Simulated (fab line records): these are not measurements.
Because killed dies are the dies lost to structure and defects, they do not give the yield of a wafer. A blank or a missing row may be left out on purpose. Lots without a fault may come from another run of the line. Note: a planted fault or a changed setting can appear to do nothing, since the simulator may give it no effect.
Split-lot trial || flow rit cmos || 18 wafers read across 5 lots, on a route 202 steps long

## THE SPLIT
At RIT_M1_COAT_04 (resist thk 1300 nm), the setting resist thk nm was moved away from the recipe's 1300 nm on 7 of the 18 wafers read, by -3.8% to +5.7%. For the rest of the wafers, this setting stayed at what the recipe calls for.

## FROM SPLIT TO READING: 1 step shown by the file between the two
- RIT_M1_DEVELOP_08: develop time 68 s (also split here: develop time s)

## THE READING
NOVOLAK_of_M1_COAT_04.thk nm (the simulator's own value, which no gauge read), in nm, at RIT_M1_HARDBAKE_11 (time 120 s). The file does not state a usual value for it. The 11 wafers here that ran the recipe average 1136 nm, standard deviation 4.2 nm.

{"wafer": "L074.3", "tool, chamber at the split": "litho track-04, 0", "resist thk nm as run, nm": 1300, "against the recipe": "recipe", "NOVOLAK_of_M1_COAT_04.thk nm, nm": 1138, "against lot-mates on the recipe": "-"}
{"wafer": "L074.4", "tool, chamber at the split": "litho track-04, 0", "resist thk nm as run, nm": 1300, "against the recipe": "recipe", "NOVOLAK_of_M1_COAT_04.thk nm, nm": 1131, "against lot-mates on the recipe": "-"}
{"wafer": "L074.6", "tool, chamber at the split": "litho track-04, 0", "resist thk nm as run, nm": 1374, "against the recipe": "+5.7%", "NOVOLAK_of_M1_COAT_04.thk nm, nm": 1200, "against lot-mates on the recipe": "+66"}
{"wafer": "L075.2", "tool, chamber at the split": "litho track-04, 0", "resist thk nm as run, nm": 1329, "against the recipe": "+2.2%", "NOVOLAK_of_M1_COAT_04.thk nm, nm": 1160, "against lot-mates on the recipe": "+24"}
{"wafer": "L075.5", "tool, chamber at the split": "litho track-04, 0", "resist thk nm as run, nm": 1300, "against the recipe": "recipe", "NOVOLAK_of_M1_COAT_04.thk nm, nm": 1136, "against lot-mates on the recipe": "-"}
{"wafer": "L080.1", "tool, chamber at the split": "litho track-04, 0", "resist thk nm as run, nm": 1300, "against the recipe": "recipe", "NOVOLAK_of_M1_COAT_04.thk nm, nm": 1144, "against lot-mates on the recipe": "-"}
{"wafer": "L080.3", "tool, chamber at the split": "litho track-04, 0", "resist thk nm as run, nm": 1300, "against the recipe": "recipe", "NOVOLAK_of_M1_COAT_04.thk nm, nm": 1141, "against lot-mates on the recipe": "-"}
{"wafer": "L080.4", "tool, chamber at the split": "litho track-04, 0", "resist thk nm as run, nm": 1300, "against the recipe": "recipe", "NOVOLAK_of_M1_COAT_04.thk nm, nm": 1138, "against lot-mates on the recipe": "-"}
{"wafer": "L080.5", "tool, chamber at the split": "litho track-04, 0", "resist thk nm as run, nm": 1338, "against the recipe": "+2.9%", "NOVOLAK_of_M1_COAT_04.thk nm, nm": 1173, "against lot-mates on the recipe": "+32"}
{"wafer": "L080.6", "tool, chamber at the split": "litho track-04, 0", "resist thk nm as run, nm": 1338, "against the recipe": "+2.9%", "NOVOLAK_of_M1_COAT_04.thk nm, nm": 1170, "against lot-mates on the recipe": "+29"}
{"wafer": "L081.1", "tool, chamber at the split": "litho track-02, 0", "resist thk nm as run, nm": 1300, "against the recipe": "recipe", "NOVOLAK_of_M1_COAT_04.thk nm, nm": 1136, "against lot-mates on the recipe": "-"}
{"wafer": "L081.3", "tool, chamber at the split": "litho track-02, 0", "resist thk nm as run, nm": 1300, "against the recipe": "recipe", "NOVOLAK_of_M1_COAT_04.thk nm, nm": 1139, "against lot-mates on the recipe": "-"}
{"wafer": "L081.6", "tool, chamber at the split": "litho track-02, 0", "resist thk nm as run, nm": 1300, "against the recipe": "recipe", "NOVOLAK_of_M1_COAT_04.thk nm, nm": 1135, "against lot-mates on the recipe": "-"}
{"wafer": "L083.1", "tool, chamber at the split": "litho track-01, 0", "resist thk nm as run, nm": 1251, "against the recipe": "-3.8%", "NOVOLAK_of_M1_COAT_04.thk nm, nm": 1090, "against lot-mates on the recipe": -40}
{"wafer": "L083.3", "tool, chamber at the split": "litho track-01, 0", "resist thk nm as run, nm": 1300, "against the recipe": "recipe", "NOVOLAK_of_M1_COAT_04.thk nm, nm": 1131, "against lot-mates on the recipe": "-"}
{"wafer": "L083.4", "tool, chamber at the split": "litho track-01, 0", "resist thk nm as run, nm": 1300, "against the recipe": "recipe", "NOVOLAK_of_M1_COAT_04.thk nm, nm": 1130, "against lot-mates on the recipe": "-"}
{"wafer": "L083.5", "tool, chamber at the split": "litho track-01, 0", "resist thk nm as run, nm": 1251, "against the recipe": "-3.8%", "NOVOLAK_of_M1_COAT_04.thk nm, nm": 1088, "against lot-mates on the recipe": -42}
{"wafer": "L083.6", "tool, chamber at the split": "litho track-01, 0", "resist thk nm as run, nm": 1251, "against the recipe": "-3.8%", "NOVOLAK_of_M1_COAT_04.thk nm, nm": 1091, "against lot-mates on the recipe": -40}

THE FIT
A straight line over all 18 wafers: NOVOLAK_of_M1_COAT_04.thk nm changes by +11.8 nm for each +1% of resist thk nm; r = +0.99; the points scatter about the line by 3.8 nm.
The same after taking each lot's own level away (the mean of its wafers on the recipe; 18 wafers): +11 nm for each +1%; r = +1.00; scatter 2.2 nm.
That fit puts the effect of the largest move of resist thk nm on the reading at 63 nm.
The span of the lots' own levels, 1130.5 to 1141.0 nm, comes to 2.5 times the standard deviation stated above.
So the lot-to-lot level changes the slope little: the two slopes agree.
Check: for one of the wafers moved furthest among these (+5.7%), held out of the fit, the line's prediction against its lot-mates is +60.8 nm. It came out at +65.5 nm against them.

## THE OTHER SPLITS THESE WAFERS WENT THROUGH
Other splits were also applied to these wafers ahead of the reading. Each is held against what the fit with the lots' levels taken away leaves over:
{"other split on the same wafers": "RIT_SPACER_CVD_03 pressure mtorr", "wafers away from the commonest value": 12, "r with NOVOLAK_of_M1_COAT_04.thk nm (lot level and that fit taken away)": -0.04}
{"other split on the same wafers": "RIT_SPACER_ETCHBACK_05 time s", "wafers away from the commonest value": 8, "r with NOVOLAK_of_M1_COAT_04.thk nm (lot level and that fit taken away)": "+0.16"}
{"other split on the same wafers": "RIT_SILICIDE_SPUTTER_01 power w", "wafers away from the commonest value": 4, "r with NOVOLAK_of_M1_COAT_04.thk nm (lot level and that fit taken away)": -0.29}
{"other split on the same wafers": "RIT_M1_SPUTTER_00 power w", "wafers away from the commonest value": 2, "r with NOVOLAK_of_M1_COAT_04.thk nm (lot level and that fit taken away)": "+0.06"}
{"other split on the same wafers": "RIT_M1_DEVELOP_08 develop time s", "wafers away from the commonest value": 6, "r with NOVOLAK_of_M1_COAT_04.thk nm (lot level and that fit taken away)": "+0.00"}

## THE WHOLE CHAIN: every reading that the file lists as answering this split, in the file's order
{"step": "RIT_M1_COAT_04", "what it does": "resist thk 1300 nm", "reading": "NOVOLAK_of_M1_COAT_04.thk nm (the simulator's own value, which no gauge read)", "change (the file's fit)": "+12.8 nm for each +1% of the setting", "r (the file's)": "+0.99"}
{"step": "RIT_M1_HARDBAKE_11", "what it does": "time 120 s", "reading": "NOVOLAK_of_M1_COAT_04.thk nm (the simulator's own value, which no gauge read)", "change (the file's fit)": "+11 nm for each +1% of the setting", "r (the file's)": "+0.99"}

## FILE'S OWN FIT
NOVOLAK_of_M1_COAT_04.thk nm changes by +11 nm for each +1% of resist thk nm, r = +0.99.
